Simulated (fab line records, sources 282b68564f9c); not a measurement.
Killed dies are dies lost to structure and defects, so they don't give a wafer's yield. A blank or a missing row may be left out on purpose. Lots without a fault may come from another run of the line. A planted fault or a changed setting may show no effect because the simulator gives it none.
fab line records | flow rit_cmos
record lots=12 wafers=36 last_day=7
route steps=202 shown REOX@101
lots that met no fault: from a run of the same line without faults
start_h: hours from the record's first day to the start of the lot's first wafer shown | wait_h: hours since the lot's step before | " the same as in the row above | L1.1+2: a row that stands for several wafers | - no value, or no start given | * or withheld: withheld | < > ~ a bound
route shown NAME@n: a module of which the file shows steps, and the number in the route of the first | usual: mean/standard deviation of fault-free wafers | same: alike in all rows | chamber/n: place in a boat | sites: the reading at each site | _std_site: their standard deviation | _edge_site: outer sites' mean less inner sites' | radius_mm: how far each site lies from the wafer's centre | mask NAME#n: copy n | behind: the tool/chamber that last shaped the wafer | hold: why the lot was held/for how many hours/how that ended | device: the transistor (n, p or np) that didn't switch | end of line: the same wafers' tests at the end of the route | a step without rows: its recipe alone | killed: dies lost to structure and defects at the first sort, not the wafer's yield | map: a wafer's dies, x killed, . not, _ none there
set.NAME: the setting as run; set.NAME@STEP: as run at that earlier step | model.NAME: the simulator's own value behind a step, which no gauge read
steps of the route over a sample of lots; a table a step, a row a wafer
services: from which hour (start_h, from the record's first day; less than 0 if before it) a tool's chamber was out of use, for how many hours, and why
## steps
# step RIT_REOX_OXIDATION_03
# recipe temp_c=900 ambient=O2 target_thk_a=252 ox_time_s=5580
# usual ox_temp_c_max=903.5/0.96 spike_tc_source_C=923.9/1.2 zone_power_centre_pct=40.0/1.7
# columns lot.wafer tool chamber start_h wait_h ox_temp_c_max spike_tc_source_C zone_power_centre_pct
L212.3 furnace-03 0 41.89 1.3 903.0 924.1 41.0
L212.4 " 0 " " 904.9 923.0 41.1
L212.6 " 0 " " 904.8 923.5 41.1
L217.2 furnace-01 0 68.75 0.0 902.3 924.7 41.9
L217.5 " 0 " " 902.1 923.9 41.9
L217.6 " 0 " " 902.4 925.3 42.4
L220.2 furnace-04 0 83.49 0.0 902.5 925.6 38.7
L220.3 " 0 " " 903.3 925.0 39.0
L220.4 " 0 " " 902.7 923.4 38.4
L221.1 furnace-04 0 91.37 0.6 903.9 925.8 38.8
L221.2 " 0 " " 903.8 925.2 39.3
L221.5 " 0 " " 903.7 924.5 38.0
L223.1 furnace-03 0 98.32 0.5 903.8 921.9 39.7
L223.2 " 0 " " 904.2 921.9 42.3
L223.3 " 0 " " 903.0 922.0 40.4
L225.1 furnace-01 0 105.17 0.5 902.4 923.1 42.6
L225.2 " 0 " " 902.2 924.3 42.2
L225.3 " 0 " " 901.5 923.9 43.0
L228.1 furnace-03 0 119.99 0.6 905.1 923.6 41.0
L228.2 " 0 " " 904.6 924.6 41.1
L228.5 " 0 " " 903.9 921.7 40.8
L229.2 furnace-01 0 124.93 0.9 903.5 924.2 42.0
L229.4 " 0 " " 902.4 924.3 43.5
L229.5 " 0 " " 902.8 923.2 42.8
L230.1 furnace-03 0 134.11 0.0 903.9 921.1 40.9
L230.4 " 0 " " 903.1 923.0 41.1
L230.6 " 0 " " 903.3 922.9 40.8
L232.1 furnace-03 0 143.06 1.1 905.6 924.5 40.7
L232.2 " 0 " " 903.6 922.2 41.2
L232.3 " 0 " " 904.5 924.1 41.1
L234.1 furnace-04 0 153.81 0.0 902.6 925.1 37.9
L234.3 " 0 " " 903.9 923.9 38.0
L234.4 " 0 " " 902.7 922.5 38.3
L235.1 furnace-04 0 156.36 1.2 904.0 924.6 38.3
L235.3 " 0 " " 902.9 924.7 38.8
L235.6 " 0 " " 903.6 923.2 38.0
# step RIT_REOX_THK_MEAS_04
# recipe reads=SiO2_of_REOX_OXIDATION_03
# usual REOX_OXIDE_THK=25.2/0.43
# columns lot.wafer tool chamber start_h wait_h REOX_OXIDE_THK[nm]
L212.3 film_metro-04 - 44.46 0.0 25.1
L212.4 " - " " 25.1
L212.6 " - " " 24.7
L217.2 film_metro-02 - 71.31 0.0 26.0
L217.5 " - " " 26.6
L217.6 " - " " 26.4
L220.2 film_metro-02 - 86.05 0.0 32.5
L220.3 " - " " 32.3
L220.4 " - " " 32.3
L221.1 film_metro-04 - 93.92 0.0 32.8
L221.2 " - " " 32.9
L221.5 " - " " 32.7
L223.1 film_metro-01 - 100.87 0.0 25.2
L223.2 " - " " 25.0
L223.3 " - " " 25.4
L225.1 film_metro-01 - 107.72 0.0 25.0
L225.2 " - " " 25.1
L225.3 " - " " 24.9
L228.1 film_metro-01 - 122.54 0.0 24.9
L228.2 " - " " 25.0
L228.5 " - " " 25.3
L229.2 film_metro-01 - 127.49 0.0 24.7
L229.4 " - " " 24.9
L229.5 " - " " 25.1
L230.1 film_metro-01 - 136.66 0.0 25.2
L230.4 " - " " 25.5
L230.6 " - " " 25.6
L232.1 film_metro-02 - 145.61 0.0 26.0
L232.2 " - " " 25.9
L232.3 " - " " 25.4
L234.1 film_metro-01 - 156.36 0.0 25.7
L234.3 " - " " 25.2
L234.4 " - " " 25.7
L235.1 film_metro-04 - 158.91 0.0 25.2
L235.3 " - " " 25.1
L235.6 " - " " 25.5
## services
# columns tool chamber start_h hours kind
furnace-04 - 29.45 3.9 pm
furnace-04 - 54.69 2.9 pm
furnace-01 - 56.98 3.1 pm
furnace-03 - 122.54 4.2 pm
furnace-03 - 126.74 3.4 pm
## key
first_sign step=RIT_REOX_THK_MEAS_04 reading=REOX_OXIDE_THK direction=up sigmas=17 usual=25.2 struck=32.6
effect none on later readings
met_at RIT_REOX_OXIDATION_03
struck_lots L220,L221
tester_left_out L220,L221
fault kind=process_parameter_drift tool=furnace-04 chamber=- onset_h=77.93 steps=RIT_REOX_OXIDATION_03 channel=ox_time_s offset=* shape=step end_h=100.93 acts_in=* stated=*
# tester_left_out: of these lots the tester's yield and bins aren't shown, on N5 and GAA mostly nor the transistor test; their killed dies are dies lost to structure and defects alone, not to doping, threshold or leakage, so they don't give the yield
